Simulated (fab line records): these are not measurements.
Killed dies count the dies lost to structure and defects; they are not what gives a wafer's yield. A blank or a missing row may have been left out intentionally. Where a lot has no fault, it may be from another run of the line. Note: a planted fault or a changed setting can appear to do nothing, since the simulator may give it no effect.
A single fault, viewed from 2 desks :: flow berkeleyCmos170 :: numbers are kept per desk, each desk with only its own; the story behind them comes last

== AT THE METROLOGY DESK ==
What the gauges read for every lot (on any tool): the sampled wafers with a number, averaged. Any lot whose mean is over 4 standard deviations away from the usual mean is out of limits and marked OUT; that distance is given in the brackets.
Columns: A = cdNm at UCB170_CONTACT_CD_MEAS_15, usual 700.1 nm; B = CONTACT_OVL at UCB170_CONTACT_OVL_MEAS_16, usual 0 nm; C = cdNm at UCB170_CONTACT_CD_MEAS_90, usual 700.1 nm; D = M1_AL_RS at UCB170_M1_RS_MEAS_01, usual 0.0484 ohm/sq; E = M1_AL_THK at UCB170_M1_THK_MEAS_02, usual 579 nm; F = cdNm at UCB170_M1_CD_MEAS_09, usual 700.3 nm; G = M1_OVL at UCB170_M1_OVL_MEAS_10, usual -4 nm
lot: L159
first seen here: day 8 11:02
A: 698.2
B: -3
C: 696.9
D: 0.0480
E: 584
F: 700.2
G: -4

lot: L164
first seen here: day 9 10:50
A: 698.0
B: 2
C: 699.0
D: 0.0479
E: 584
F: 698.1
G: 4

lot: L168
first seen here: day 10 20:56
A: 697.1
B: 3
C: 696.2
D: 0.0354 (-28) OUT
E: 839 (+43) OUT
F: 701.2
G: 3

lot: L172
first seen here: day 11 07:55
A: 701.4
B: -4
C: 702.0
D: 0.0353 (-28) OUT
E: 840 (+44) OUT
F: 703.1
G: -5

lot: L176
first seen here: day 11 23:46
A: 701.7
B: 3
C: 701.3
D: 0.0491
E: 572
F: 699.3
G: -8

lot: L177
first seen here: day 13 03:17
A: 698.3
B: 5
C: 698.0
D: 0.0487
E: 577
F: 702.2
G: -4
Finding of this desk: L168, L172 out of limits, first seen on L168 at day 10 21:45 (M1_AL_RS at UCB170_M1_RS_MEAS_01). Within limits: L159, L164, L176, L177.

== DESK OF THE TOOL OWNER: pvdSputter-02 ==
The tool's own readings at UCB170_M1_SPUTTER_00 (material Al, target thk 600 nm, time 80 s): means of the sampled wafers that have a number, for each lot that ran on this tool. Any lot whose mean is over 4 standard deviations away from the usual mean is out of limits and marked OUT; that distance is given in the brackets.
Columns: A = throttleValvePct at UCB170_M1_SPUTTER_00, usual 30.0 %
lot: L159
first seen here: day 8 11:44
A: 29.2

lot: L164
first seen here: day 9 11:44
A: 29.4

lot: L168
first seen here: day 10 21:39
A: 30.1

lot: L172
first seen here: day 11 08:39
A: 29.5
Finding of this desk: none of the 4 lots has anything out of limits.

== BROUGHT TOGETHER ==
The metrology desk could have raised an alarm at day 10 21:45, on L168, L172.
Nothing out of limits was seen by the tool owner's desk.
The tool owner's desk has L168, L172 on record, within its limits.
On pvdSputter-02, each named lot ran UCB170_M1_SPUTTER_00.

== WHAT HAD BEEN PUT IN BY THE SIMULATOR ==
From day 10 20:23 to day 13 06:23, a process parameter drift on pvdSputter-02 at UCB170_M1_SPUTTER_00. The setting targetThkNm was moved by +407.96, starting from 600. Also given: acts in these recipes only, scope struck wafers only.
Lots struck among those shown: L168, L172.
Delay in hours, fault start to first out-of-limits reading, per desk: metrology desk 1.
